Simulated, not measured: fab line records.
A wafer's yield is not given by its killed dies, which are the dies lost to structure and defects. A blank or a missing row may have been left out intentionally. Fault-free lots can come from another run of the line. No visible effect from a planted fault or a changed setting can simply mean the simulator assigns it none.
Matching of chambers ; flow berkeley_cmos170 ; 4 sister chambers for UCB170_V2_CMP_02 on cmp-02
The step polishes SiO2. 4 wafers are shown with their chamber, then 9 later ones without.

== EACH WAFER AND ITS CHAMBER ==
wafer;chamber;motor_current_A (A)
L361.4;3;16.6
L366.1;2;18.2
L366.3;1;13.0
L366.6;0;14.4

== WAFERS WHOSE CHAMBER IS MISSING ==
wafer;motor_current_A (A)
L367.1;16.7
L367.2;17.9
L367.6;16.7
L369.1;18.3
L369.2;13.2
L369.5;15.6
L378.1;16.0
L378.2;14.1
L378.5;13.2

== THE CHAMBER EACH PASSED THROUGH ==
wafer;from the rows above;in truth
L367.1;3;3
L367.2;2;2
L367.6;3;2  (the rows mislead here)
L369.1;2;2
L369.2;1;1
L369.5;can't be placed: 3 or 0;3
L378.1;3;3
L378.2;can't be placed: 0 or 1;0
L378.5;1;1
6 of 9 placed correctly. From these rows, 2 cannot be placed; in 2 the true chamber is one of the candidates. 1 placed wrongly.
How it was worked out, from the rows above alone: a wafer's distance from a chamber is the root of the sum, over the readings, of the square of ((its reading less the chamber's mean) divided by the reading's scatter). The wafer belongs to the nearest chamber; if the next one is less than 2 further off, it can't be placed. Each chamber's mean is taken over the wafers shown for it. The scatter: with one shown wafer a chamber, the root of the mean of the squares of how far each hidden wafer lies from its nearest shown one.
